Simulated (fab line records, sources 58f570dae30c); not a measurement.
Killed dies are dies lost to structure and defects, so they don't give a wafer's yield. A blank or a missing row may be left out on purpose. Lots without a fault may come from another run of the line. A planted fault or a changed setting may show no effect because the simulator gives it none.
fab line records | flow berkeley_cmos170 | part 1 of 2: steps 1 to 28 of 38
record lots=5 wafers=15 last_day=11
route steps=331 shown CONTACT@221 M1@238 V1@254
lots that met no fault: from a run of the same line without faults
start_h: hours from the record's first day to the start of the lot's first wafer shown | wait_h: hours since the lot's step before | " the same as in the row above | L1.1+2: a row that stands for several wafers | - no value, or no start given | * or withheld: withheld | < > ~ a bound
route shown NAME@n: a module of which the file shows steps, and the number in the route of the first | usual: mean/standard deviation of fault-free wafers | same: alike in all rows | chamber/n: place in a boat | sites: the reading at each site | _std_site: their standard deviation | _edge_site: outer sites' mean less inner sites' | radius_mm: how far each site lies from the wafer's centre | mask NAME#n: copy n | behind: the tool/chamber that last shaped the wafer | hold: why the lot was held/for how many hours/how that ended | device: the transistor (n, p or np) that didn't switch | end of line: the same wafers' tests at the end of the route | a step without rows: its recipe alone | killed: dies lost to structure and defects at the first sort, not the wafer's yield | map: a wafer's dies, x killed, . not, _ none there
set.NAME: the setting as run; set.NAME@STEP: as run at that earlier step | model.NAME: the simulator's own value behind a step, which no gauge read
lots at some steps of the route; a table a step, a row a wafer
services: from which hour (start_h, from the record's first day; less than 0 if before it) a tool's chamber was out of use, for how many hours, and why
## steps
# step UCB170_CONTACT_SOFTBAKE_05
# recipe resist=KrF temp_c=130 time_s=60
# columns lot.wafer tool chamber start_h wait_h
L078.1+2+5 litho_track-03 0 188.17 0.1
L084.4+5+6 litho_track-03 0 214.10 0.1
L086.1+3+6 litho_track-03 0 220.61 0.1
L087.1+2+5 litho_track-02 0 237.62 0.1
L089.1+2+6 litho_track-04 0 239.47 0.1
# step UCB170_CONTACT_STRIP_06
# recipe chemistry=O2 power_w=400 pressure_mtorr=3500 platen_temp_c=withheld o2_flow_sccm=400 overash_fraction=0.5
# usual drypump_motor_current_A=6.0/0.56 oes_product_au=0.734/0.0049 strip_time_to_endpoint_s=21.97/0.062
# same overash_fraction=0.5
# columns lot.wafer tool chamber start_h wait_h drypump_motor_current_A oes_product_au rf_hours_counter_h strip_time_to_endpoint_s
L078.1 plasma_asher-03 0 188.32 0.1 6.1 0.742 8 22.15
L078.2 " 1 " " 5.9 0.730 8 22.02
L078.5 " 0 " " 6.1 0.738 - 21.98
L084.4 plasma_asher-02 0 214.21 0.1 6.0 0.734 - 22.00
L084.5 " 1 " " 4.6 0.734 - 21.93
L084.6 " 0 " " 6.0 0.735 - 21.92
L086.1 plasma_asher-03 1 220.76 0.1 5.8 0.734 12 22.06
L086.3 " 0 " " 6.1 0.725 - 22.07
L086.6 " 1 " " 5.9 0.736 - 22.01
L087.1 plasma_asher-04 0 237.77 0.1 6.3 0.736 54 21.97
L087.2 " 1 " " 6.5 0.733 54 21.97
L087.5 " 0 " " 6.3 0.732 - 21.94
L089.1 plasma_asher-04 0 239.62 0.1 6.4 0.734 55 21.93
L089.2 " 1 " " 6.5 0.723 55 21.93
L089.6 " 1 " " 6.5 0.732 - 21.91
# step UCB170_CONTACT_CLEAN_07
# recipe chemistry=SPM temp_c=120 time_s=600
# usual bath_heat_duty_pct=13.0/1.9
# columns lot.wafer tool chamber start_h wait_h bath_heat_duty_pct
L078.1 wet_bench-03 0 190.13 1.8 13.0
L078.2 " 0 " " 14.2
L078.5 " 0 " " 13.4
L084.4 wet_bench-04 2 214.27 0.0 11.9
L084.5 " 2 " " 13.4
L084.6 " 2 " " 12.9
L086.1 wet_bench-03 3 221.02 0.2 9.5
L086.3 " 3 " " 10.7
L086.6 " 3 " " 12.1
L087.1 wet_bench-04 3 238.71 0.9 12.1
L087.2 " 3 " " 13.9
L087.5 " 3 " " 13.7
L089.1 wet_bench-01 1 241.18 1.5 14.1
L089.2 " 1 " " 14.5
L089.6 " 1 " " 14.3
# step UCB170_CONTACT_RTA_08
# recipe temp_c=900 time_s=10 ambient=N2
# usual chamber_o2_ppm=2.000/0.021 lamp_power_pct=25/3.3 wafer_temp_C_max=905.0/1.8
# columns lot.wafer tool chamber start_h wait_h chamber_o2_ppm lamp_power_pct wafer_temp_C_max
L078.1 rtp_anneal-01 0 190.30 0.0 1.956 29 903.3
L078.2 " 0 " " 1.975 29 903.2
L078.5 " 0 " " 2.031 29 903.0
L084.4 rtp_anneal-01 0 214.48 0.0 2.031 29 903.2
L084.5 " 0 " " 1.992 29 904.7
L084.6 " 0 " " 2.007 29 903.0
L086.1 rtp_anneal-02 0 221.19 0.0 2.015 22 905.0
L086.3 " 0 " " 1.974 22 905.8
L086.6 " 0 " " 1.965 22 907.6
L087.1 rtp_anneal-02 0 238.88 0.0 1.993 22 905.4
L087.2 " 0 " " 2.007 22 906.8
L087.5 " 0 " " 2.003 22 908.8
L089.1 rtp_anneal-02 0 241.36 0.0 1.983 22 906.3
L089.2 " 0 " " 1.984 22 907.8
L089.6 " 0 " " 1.966 22 905.4
# step UCB170_CONTACT_COAT_09
# recipe resist=BARC temp_c=withheld time_s=withheld spin_rpm=3000 resist_thk_nm=withheld
# columns lot.wafer tool chamber start_h wait_h
L078.1+2+5 litho_track-02 0 190.40 0.1
L084.4+5+6 litho_track-03 0 214.67 0.2
L086.1+3+6 litho_track-04 0 221.26 0.1
L087.1+2+5 litho_track-02 0 238.95 0.1
L089.1+2+6 litho_track-03 0 241.42 0.1
# step UCB170_CONTACT_COAT_10
# recipe resist=KrF spin_rpm=1500 resist_thk_nm=882.4
# columns lot.wafer tool chamber start_h wait_h
L078.1+2+5 litho_track-02 0 - -
L084.4+5+6 litho_track-03 0 - -
L086.1+3+6 litho_track-04 0 - -
L087.1+2+5 litho_track-02 0 - -
L089.1+2+6 litho_track-03 0 - -
# step UCB170_CONTACT_SOFTBAKE_11
# recipe resist=KrF temp_c=130 time_s=60
# columns lot.wafer tool chamber start_h wait_h
L078.1+2+5 litho_track-02 0 - -
L084.4+5+6 litho_track-03 0 - -
L086.1+3+6 litho_track-04 0 - -
L087.1+2+5 litho_track-02 0 - -
L089.1+2+6 litho_track-03 0 - -
# step UCB170_CONTACT_EXPOSE_12
# recipe mask_id=CONT target_cd_nm=700 na=0.5 sigma_outer=0.6 source_shape=conventional dose_mj=35
# usual reticle_temp_C=23.00/0.11 stage_vel_mm_s=500.02/0.26
# columns lot.wafer tool chamber start_h wait_h mask reticle_temp_C stage_vel_mm_s
L078.1 krf_scanner-02 0 191.06 - CONT#0 22.82 500.29
L078.2 " 0 " " CONT#0 22.95 500.29
L078.5 " 0 " " CONT#0 22.88 499.69
L084.4 krf_scanner-01 0 215.10 - CONT#0 23.24 500.20
L084.5 " 0 " " CONT#0 23.22 500.50
L084.6 " 0 " " CONT#0 23.18 500.10
L086.1 krf_scanner-01 0 221.83 - CONT#0 23.05 500.02
L086.3 " 0 " " CONT#0 23.07 499.79
L086.6 " 0 " " CONT#0 22.80 499.93
L087.1 krf_scanner-01 0 239.40 - CONT#0 22.91 500.27
L087.2 " 0 " " CONT#0 22.89 499.85
L087.5 " 0 " " CONT#0 23.06 499.98
L089.1 krf_scanner-01 0 241.87 - CONT#0 22.78 500.11
L089.2 " 0 " " CONT#0 22.99 499.99
L089.6 " 0 " " CONT#0 22.99 500.27
# step UCB170_CONTACT_PEB_13
# recipe peb_temp_c=130 peb_time_s=withheld resist=KrF
# columns lot.wafer tool chamber start_h wait_h
L078.1+2+5 litho_track-02 0 191.58 0.5
L084.4+5+6 litho_track-02 0 215.45 0.3
L086.1+3+6 litho_track-02 0 221.95 0.1
L087.1+2+5 litho_track-04 0 239.62 0.2
L089.1+2+6 litho_track-03 0 241.99 0.1
# step UCB170_CONTACT_DEVELOP_14
# recipe developer=TMAH develop_time_s=45 resist=KrF dev_temp_c=21
# columns lot.wafer tool chamber start_h wait_h
L078.1+2+5 litho_track-02 0 - -
L084.4+5+6 litho_track-02 0 - -
L086.1+3+6 litho_track-02 0 - -
L087.1+2+5 litho_track-04 0 - -
L089.1+2+6 litho_track-03 0 - -
# step UCB170_CONTACT_CD_MEAS_15
# recipe target_cd_nm=700
# usual cd_nm=699.8/1.4
# columns lot.wafer tool chamber start_h wait_h cd_nm
L078.1 cd_sem-01 - 191.85 - 700.0
L078.2 " - " " 699.2
L078.5 " - " " 697.9
L084.4 cd_sem-01 - 215.81 - 701.6
L084.5 " - " " 702.3
L084.6 " - " " 701.9
L086.1 cd_sem-02 - 222.23 - 701.6
L086.3 " - " " 700.0
L086.6 " - " " 700.5
L087.1 cd_sem-01 - 239.90 - 699.4
L087.2 " - " " 699.2
L087.5 " - " " 700.8
L089.1 cd_sem-01 - 242.27 - 699.2
L089.2 " - " " 699.7
L089.6 " - " " 699.7
# step UCB170_CONTACT_OVL_MEAS_16
# usual CONTACT_OVL=4/5.8
# columns lot.wafer tool chamber start_h wait_h CONTACT_OVL[nm]
L078.1 overlay-02 - 191.97 0.1 2
L078.2 " - " " 12
L078.5 " - " " 8
L084.4 overlay-02 - 215.88 0.1 -1
L084.5 " - " " -5
L084.6 " - " " -2
L086.1 overlay-01 - 222.35 0.1 1
L086.3 " - " " 4
L086.6 " - " " 4
L087.1 overlay-01 - 240.02 0.1 -5
L087.2 " - " " -6
L087.5 " - " " -12
L089.1 overlay-01 - 242.39 0.1 3
L089.2 " - " " 9
L089.6 " - " " 4
# step UCB170_CONTACT_ETCH_17
# recipe chemistry=N2/H2 target_depth_a=withheld overetch_a=withheld target=BARC time_s=withheld source_w=500 bias_w=100 pressure_mtorr=30 n2_flow_sccm=100 h2_flow_sccm=200
# usual drypump_motor_current_A=5.5/0.48 oes_product_au=0.999/0.018 throttle_valve_pct=13.34/0.18
# columns lot.wafer tool chamber start_h wait_h drypump_motor_current_A oes_product_au throttle_valve_pct
L078.1 rie_diel-01 2 192.01 0.0 6.1 1.015 13.24
L078.2 " 1 " " 6.5 0.997 13.53
L078.5 " 0 " " 5.2 1.003 13.30
L084.4 rie_diel-04 2 215.90 0.0 5.6 0.973 13.47
L084.5 " 2 " " 5.6 0.970 13.48
L084.6 " 3 " " 5.5 0.987 13.19
L086.1 rie_diel-03 0 222.38 0.0 4.7 1.003 13.30
L086.3 " 1 " " 5.1 0.971 13.18
L086.6 " 3 " " 5.3 0.994 13.07
L087.1 rie_diel-03 0 240.05 0.0 4.7 0.994 13.33
L087.2 " 2 " " 5.3 0.998 13.39
L087.5 " 0 " " 4.7 1.003 13.31
L089.1 rie_diel-01 1 242.42 0.0 6.5 0.998 13.53
L089.2 " 2 " " 6.1 0.998 13.24
L089.6 " 3 " " 5.8 1.031 13.63
# step UCB170_CONTACT_ETCH_18
# recipe chemistry=CHF3/CF4/Ar target=PSG stop_on=TiSi2 CHF3_flow_sccm=45 cf4_flow_sccm=15 Ar_flow_sccm=150 pressure_mtorr=200 rf_w=700 target_depth_a=8400 over_etch_frac=0.2 time_s=195
# usual drypump_motor_current_A=5.5/0.48 oes_product_au=0.894/0.015 throttle_valve_pct=6.95/0.12
# columns lot.wafer tool chamber start_h wait_h drypump_motor_current_A oes_product_au rf_hours_counter_h throttle_valve_pct
L078.1 rie_diel-01 2 - - 6.1 0.901 65 6.88
L078.2 " 1 " " 6.5 0.881 11 7.07
L078.5 " 0 " " 5.2 0.900 - 6.88
L084.4 rie_diel-04 2 - - 5.6 0.885 15 7.04
L084.5 " 2 " " 5.6 0.883 - 7.04
L084.6 " 3 " " 5.5 0.875 - 6.89
L086.1 rie_diel-03 0 - - 4.8 0.902 63 6.89
L086.3 " 1 " " 5.1 0.868 140 6.83
L086.6 " 3 " " 5.3 0.882 - 6.83
L087.1 rie_diel-03 0 - - 4.7 0.897 64 6.89
L087.2 " 2 " " 5.3 0.897 25 7.00
L087.5 " 0 " " 4.8 0.896 - 6.88
L089.1 rie_diel-01 1 - - 6.5 0.888 13 7.08
L089.2 " 2 " " 6.1 0.905 68 6.89
L089.6 " 3 " " 5.8 0.913 - 7.19
# step UCB170_CONTACT_STRIP_19
# recipe chemistry=O2 power_w=400 pressure_mtorr=3500 platen_temp_c=withheld o2_flow_sccm=400 overash_fraction=0.5
# usual drypump_motor_current_A=5.8/0.64 oes_product_au=0.725/0.0047
# same overash_fraction=0.5
# columns lot.wafer tool chamber start_h wait_h drypump_motor_current_A oes_product_au rf_hours_counter_h
L078.1 plasma_asher-02 1 192.18 - 4.6 0.715 44
L078.2 " 0 " " 6.0 0.727 44
L078.5 " 1 " " 4.6 0.722 -
L084.4 plasma_asher-02 0 216.10 - 6.0 0.730 -
L084.5 " 0 " " 6.0 0.720 -
L084.6 " 1 " " 4.6 0.724 -
L086.1 plasma_asher-03 1 222.55 - 5.9 0.725 12
L086.3 " 0 " " 6.1 0.719 -
L086.6 " 0 " " 6.1 0.732 -
L087.1 plasma_asher-03 1 240.22 - 5.9 0.725 13
L087.2 " 0 " " 6.1 0.733 13
L087.5 " 1 " " 5.9 0.723 -
L089.1 plasma_asher-02 0 242.59 - 6.0 0.722 49
L089.2 " 1 " " 4.6 0.728 49
L089.6 " 0 " " 6.0 0.722 -
# step UCB170_CONTACT_CD_MEAS_90
# recipe target_cd_nm=700
# usual cd_nm=699.7/1.4
# columns lot.wafer tool chamber start_h wait_h cd_nm
L078.1 cd_sem-02 - 192.35 0.1 700.4
L078.2 " - " " 699.3
L078.5 " - " " 698.1
L084.4 cd_sem-01 - 216.23 0.1 701.4
L084.5 " - " " 702.3
L084.6 " - " " 701.6
L086.1 cd_sem-01 - 222.65 0.1 700.6
L086.3 " - " " 699.7
L086.6 " - " " 699.5
L087.1 cd_sem-02 - 240.36 0.1 700.0
L087.2 " - " " 699.3
L087.5 " - " " 701.1
L089.1 cd_sem-01 - 242.69 0.1 698.7
L089.2 " - " " 699.1
L089.6 " - " " 699.2
# step UCB170_CONTACT_CLEAN_20
# recipe chemistry=SPM temp_c=120 time_s=600
# usual bath_heat_duty_pct=12.5/1.9
# columns lot.wafer tool chamber start_h wait_h bath_heat_duty_pct
L078.1 wet_bench-03 3 192.47 0.1 10.6
L078.2 " 3 " " 11.0
L078.5 " 3 " " 10.9
L084.4 wet_bench-04 2 216.37 0.1 12.3
L084.5 " 2 " " 12.1
L084.6 " 2 " " 11.9
L086.1 wet_bench-03 3 222.77 0.1 10.9
L086.3 " 3 " " 10.2
L086.6 " 3 " " 11.2
L087.1 wet_bench-03 3 241.24 0.9 11.4
L087.2 " 3 " " 10.6
L087.5 " 3 " " 10.9
L089.1 wet_bench-01 2 242.81 0.1 16.1
L089.2 " 2 " " 16.0
L089.6 " 2 " " 14.4
# step UCB170_M1_SPUTTER_00
# recipe material=Al target_thk_nm=600 time_s=80 power_w=6000 chamber_pressure_pa=0.5
# usual throttle_valve_pct=30.2/0.76
# columns lot.wafer tool chamber start_h wait_h throttle_valve_pct
L078.1 pvd_sputter-04 - 192.65 0.0 29.7
L078.2 " - " " 30.9
L078.5 " - " " 30.1
L084.4 pvd_sputter-03 - 216.57 0.0 30.5
L084.5 " - " " 30.3
L084.6 " - " " 31.4
L086.1 pvd_sputter-01 - 222.94 0.0 27.9
L086.3 " - " " 29.3
L086.6 " - " " 30.5
L087.1 pvd_sputter-03 - 241.43 0.0 31.1
L087.2 " - " " 30.2
L087.5 " - " " 30.8
L089.1 pvd_sputter-01 - 243.00 0.0 30.5
L089.2 " - " " 29.4
L089.6 " - " " 30.5
# step UCB170_M1_RS_MEAS_01
# recipe thk_meas_gauge=four-point-probe reads=Al_of_M1_SPUTTER_00
# usual M1_AL_RS=0.0484/0.00051
# columns lot.wafer tool chamber start_h wait_h M1_AL_RS[ohm/sq]
L078.1 film_metro-03 - 192.71 0.0 0.0478
L078.2 " - " " 0.0472
L078.5 " - " " 0.0481
L084.4 film_metro-02 - 216.66 0.1 0.0484
L084.5 " - " " 0.0483
L084.6 " - " " 0.0490
L086.1 film_metro-02 - 223.01 0.0 0.0481
L086.3 " - " " 0.0485
L086.6 " - " " 0.0485
L087.1 film_metro-02 - 241.49 0.0 0.0490
L087.2 " - " " 0.0491
L087.5 " - " " 0.0495
L089.1 film_metro-03 - 243.06 0.0 0.0477
L089.2 " - " " 0.0479
L089.6 " - " " 0.0480
# step UCB170_M1_THK_MEAS_02
# recipe thk_meas_gauge=xrf reads=Al_of_M1_SPUTTER_00
# usual M1_AL_THK=593/6.8
# columns lot.wafer tool chamber start_h wait_h M1_AL_THK[nm]
L078.1 film_metro-03 - 192.83 0.1 598
L078.2 " - " " 606
L078.5 " - " " 596
L084.4 film_metro-02 - 216.75 0.1 593
L084.5 " - " " 596
L084.6 " - " " 588
L086.1 film_metro-02 - 223.13 0.1 599
L086.3 " - " " 596
L086.6 " - " " 595
L087.1 film_metro-02 - 241.61 0.1 585
L087.2 " - " " 587
L087.5 " - " " 581
L089.1 film_metro-03 - 243.18 0.1 606
L089.2 " - " " 601
L089.6 " - " " 600
# step UCB170_M1_COAT_03
# recipe resist=BARC temp_c=withheld time_s=withheld spin_rpm=3000 resist_thk_nm=withheld
# columns lot.wafer tool chamber start_h wait_h
L078.1+2+5 litho_track-03 0 192.89 0.1
L084.4+5+6 litho_track-01 0 216.86 0.1
L086.1+3+6 litho_track-02 0 223.19 0.1
L087.1+2+5 litho_track-02 0 241.67 0.1
L089.1+2+6 litho_track-01 0 243.24 0.1
# step UCB170_M1_COAT_04
# recipe resist=KrF spin_rpm=1500 resist_thk_nm=900
# columns lot.wafer tool chamber start_h wait_h
L078.1+2+5 litho_track-03 0 - -
L084.4+5+6 litho_track-01 0 - -
L086.1+3+6 litho_track-02 0 - -
L087.1+2+5 litho_track-02 0 - -
L089.1+2+6 litho_track-01 0 - -
# step UCB170_M1_SOFTBAKE_05
# recipe resist=KrF temp_c=130 time_s=60
# columns lot.wafer tool chamber start_h wait_h
L078.1+2+5 litho_track-03 0 - -
L084.4+5+6 litho_track-01 0 - -
L086.1+3+6 litho_track-02 0 - -
L087.1+2+5 litho_track-02 0 - -
L089.1+2+6 litho_track-01 0 - -
# step UCB170_M1_EXPOSE_06
# recipe mask_id=METAL1 target_cd_nm=700 na=0.5 sigma_outer=0.6 source_shape=conventional dose_mj=21
# usual reticle_temp_C=23.01/0.1 stage_vel_mm_s=500.04/0.23
# columns lot.wafer tool chamber start_h wait_h mask reticle_temp_C stage_vel_mm_s
L078.1 krf_scanner-01 0 193.34 - METAL1#0 23.00 500.22
L078.2 " 0 " " METAL1#0 23.05 500.32
L078.5 " 0 " " METAL1#0 22.97 500.30
L084.4 krf_scanner-01 0 217.42 - METAL1#0 23.14 500.43
L084.5 " 0 " " METAL1#0 23.17 500.39
L084.6 " 0 " " METAL1#0 22.95 500.47
L086.1 krf_scanner-01 0 223.64 - METAL1#0 22.99 499.53
L086.3 " 0 " " METAL1#0 23.04 500.24
L086.6 " 0 " " METAL1#0 23.02 500.19
L087.1 krf_scanner-02 0 242.25 - METAL1#0 22.89 499.95
L087.2 " 0 " " METAL1#0 23.08 500.05
L087.5 " 0 " " METAL1#0 22.99 499.93
L089.1 krf_scanner-02 0 243.82 - METAL1#0 22.93 500.35
L089.2 " 0 " " METAL1#0 22.93 499.91
L089.6 " 0 " " METAL1#0 22.98 499.72
# step UCB170_M1_PEB_07
# recipe peb_temp_c=130 peb_time_s=withheld resist=KrF
# columns lot.wafer tool chamber start_h wait_h
L078.1+2+5 litho_track-03 0 194.07 0.7
L084.4+5+6 litho_track-03 0 217.74 0.3
L086.1+3+6 litho_track-02 0 223.75 0.1
L087.1+2+5 litho_track-03 0 242.36 0.1
L089.1+2+6 litho_track-01 0 244.30 0.5
# step UCB170_M1_DEVELOP_08
# recipe developer=TMAH develop_time_s=45.92 resist=KrF dev_temp_c=21
# columns lot.wafer tool chamber start_h wait_h
L078.1+2+5 litho_track-03 0 - -
L084.4+5+6 litho_track-03 0 - -
L086.1+3+6 litho_track-02 0 - -
L087.1+2+5 litho_track-03 0 - -
L089.1+2+6 litho_track-01 0 - -
# step UCB170_M1_CD_MEAS_09
# recipe target_cd_nm=700
# usual cd_nm=700.1/1.7
# columns lot.wafer tool chamber start_h wait_h cd_nm
L078.1 cd_sem-02 - 194.34 - 700.4
L078.2 " - " " 700.8
L078.5 " - " " 699.1
L084.4 cd_sem-01 - 218.00 - 699.3
L084.5 " - " " 699.4
L084.6 " - " " 699.3
L086.1 cd_sem-02 - 224.03 - 700.2
L086.3 " - " " 700.4
L086.6 " - " " 699.8
L087.1 cd_sem-02 - 242.64 - 699.3
L087.2 " - " " 698.4
L087.5 " - " " 699.1
L089.1 cd_sem-02 - 244.57 - 702.1
L089.2 " - " " 703.3
L089.6 " - " " 702.7
# step UCB170_M1_OVL_MEAS_10
# usual M1_OVL=3/6.4
# columns lot.wafer tool chamber start_h wait_h M1_OVL[nm]
L078.1 overlay-02 - 194.46 0.1 -5
L078.2 " - " " 1
L078.5 " - " " -6
L084.4 overlay-02 - 218.08 0.1 1
L084.5 " - " " -5
L084.6 " - " " 3
L086.1 overlay-01 - 224.15 0.1 10
L086.3 " - " " 13
L086.6 " - " " 4
L087.1 overlay-02 - 242.76 0.1 9
L087.2 " - " " -5
L087.5 " - " " 4
L089.1 overlay-01 - 244.69 0.1 -1
L089.2 " - " " -2
L089.6 " - " " -4
